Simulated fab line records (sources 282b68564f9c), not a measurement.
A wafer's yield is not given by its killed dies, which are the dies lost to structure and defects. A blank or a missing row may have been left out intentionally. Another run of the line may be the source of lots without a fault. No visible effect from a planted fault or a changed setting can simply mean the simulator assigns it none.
Shared-tool check / flow rit-cmos / Sample size 14 lots and 42 wafers

## WHAT PROMPTED THE OPENING
RIT_CONTACT_OVL_MEAS_09, reading CONTACT_OVL: flagged on 2 of 14 lots. No-fault wafers: -0.2 nm, standard deviation 1.4.
Rule: a lot is flagged when every wafer of it that has a number lies more than 4 standard deviations from that mean, or none has a number. The rest of the lots are taken to be sound.

lot=L497; measured=day 3 04:25; on=overlay-02; CONTACT_OVL (nm), wafer by wafer=0.5 -0.1 0.3; flag=
lot=L498; measured=day 3 08:35; on=overlay-01; CONTACT_OVL (nm), wafer by wafer=-1.0 -0.7 -2.0; flag=
lot=L500; measured=day 3 21:04; on=overlay-01; CONTACT_OVL (nm), wafer by wafer=-0.5 -0.8 1.2; flag=
lot=L501; measured=day 4 01:05; on=overlay-01; CONTACT_OVL (nm), wafer by wafer=1.4 1.4 1.7; flag=
lot=L502; measured=day 4 05:51; on=overlay-02; CONTACT_OVL (nm), wafer by wafer=-2.8 -4.5 -2.6; flag=
lot=L504; measured=day 4 17:32; on=overlay-01; CONTACT_OVL (nm), wafer by wafer=0.0 -0.8 -0.3; flag=
lot=L507; measured=day 5 18:35; on=overlay-01; CONTACT_OVL (nm), wafer by wafer=-0.7 0.5 0.8; flag=
lot=L509; measured=day 5 19:52; on=overlay-02; CONTACT_OVL (nm), wafer by wafer=239.8 241.1 238.9; flag=FLAGGED
lot=L510; measured=day 6 08:31; on=overlay-02; CONTACT_OVL (nm), wafer by wafer=0.4 -0.9 0.9; flag=
lot=L512; measured=day 6 17:15; on=overlay-02; CONTACT_OVL (nm), wafer by wafer=238.2 237.3 238.3; flag=FLAGGED
lot=L513; measured=day 6 17:29; on=overlay-02; CONTACT_OVL (nm), wafer by wafer=-0.3 0.5 0.4; flag=
lot=L514; measured=day 6 23:29; on=overlay-01; CONTACT_OVL (nm), wafer by wafer=1.2 0.5 -0.7; flag=
lot=L516; measured=day 7 07:53; on=overlay-02; CONTACT_OVL (nm), wafer by wafer=-0.2 0.2 -1.0; flag=
lot=L519; measured=day 7 19:17; on=overlay-01; CONTACT_OVL (nm), wafer by wafer=-1.7 -2.2 -2.3; flag=
Averaged over the flagged lots the numbers come to 238.9 nm, +239.1 nm from the usual (+99 or more standard deviations).

## WHICH TOOL EACH LOT WENT THROUGH
The record holds 1 process step before the reading, out of a route of 202 steps. Cell contents, in order: the tool; ch with the chambers the sampled wafers went through; the start.
lot=L497; flag=; RIT_CONTACT_EXPOSE_05=iline-stepper-01 ch 0, day 3 03:40
lot=L498; flag=; RIT_CONTACT_EXPOSE_05=iline-stepper-02 ch 0, day 3 07:56
lot=L500; flag=; RIT_CONTACT_EXPOSE_05=iline-stepper-02 ch 0, day 3 20:26
lot=L501; flag=; RIT_CONTACT_EXPOSE_05=iline-stepper-02 ch 0, day 4 00:27
lot=L502; flag=; RIT_CONTACT_EXPOSE_05=iline-stepper-01 ch 0, day 4 05:08
lot=L504; flag=; RIT_CONTACT_EXPOSE_05=iline-stepper-02 ch 0, day 4 16:54
lot=L507; flag=; RIT_CONTACT_EXPOSE_05=iline-stepper-02 ch 0, day 5 17:58
lot=L509; flag=FLAGGED; RIT_CONTACT_EXPOSE_05=iline-stepper-01 ch 0, day 5 19:14
lot=L510; flag=; RIT_CONTACT_EXPOSE_05=iline-stepper-02 ch 0, day 6 07:52
lot=L512; flag=FLAGGED; RIT_CONTACT_EXPOSE_05=iline-stepper-01 ch 0, day 6 16:38
lot=L513; flag=; RIT_CONTACT_EXPOSE_05=iline-stepper-02 ch 0, day 6 16:50
lot=L514; flag=; RIT_CONTACT_EXPOSE_05=iline-stepper-02 ch 0, day 6 22:52
lot=L516; flag=; RIT_CONTACT_EXPOSE_05=iline-stepper-02 ch 0, day 7 07:17
lot=L519; flag=; RIT_CONTACT_EXPOSE_05=iline-stepper-02 ch 0, day 7 18:41
What the steps here do:
- RIT_CONTACT_EXPOSE_05: exposes mask M11, target cd 1000 nm.
- RIT_CONTACT_OVL_MEAS_09

## FLAGGED AGAINST TOTAL, ONE TOOL AT A TIME (gauges that did the reading follow at the end)
step=RIT_CONTACT_EXPOSE_05; tool=iline-stepper-01; lots run=4; flagged=2; share of the flagged lots=all; sound lots run after its first flagged lot=0
step=RIT_CONTACT_EXPOSE_05; tool=iline-stepper-02; lots run=10; flagged=0; share of the flagged lots=none; sound lots run after its first flagged lot=-
step=RIT_CONTACT_OVL_MEAS_09; tool=overlay-01; lots run=7; flagged=0; share of the flagged lots=none; sound lots run after its first flagged lot=-
step=RIT_CONTACT_OVL_MEAS_09; tool=overlay-02; lots run=7; flagged=2; share of the flagged lots=all; sound lots run after its first flagged lot=3 (L510,L513,L516)

## WHAT IS ALLOWED BY THE TABLE
Table rows that saw every flagged lot: 2, namely iline-stepper-01 at RIT_CONTACT_EXPOSE_05 and overlay-02 at RIT_CONTACT_OVL_MEAS_09.
- iline-stepper-01 at RIT_CONTACT_EXPOSE_05 ran 4 lots, 2 of them flagged. Last sound lot L502 at day 4 05:08, first flagged lot L509 at day 5 19:14; a fault beginning in between fits.
- overlay-02 at RIT_CONTACT_OVL_MEAS_09 ran 7 lots, 2 of them flagged. Lots that were sound ran on it after the first flagged one (L510, L513, L516); a persistent fault on the entire tool would not allow that.
Left over: one tool, iline-stepper-01 at RIT_CONTACT_EXPOSE_05.

## WHAT HAD BEEN PUT IN BY THE SIMULATOR
Scanner matching overlay: iline-stepper-01, from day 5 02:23 on, at RIT_CONTACT_EXPOSE_05. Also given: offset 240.
Shown lots that were struck: L509, L512. The same result came from the rule above.
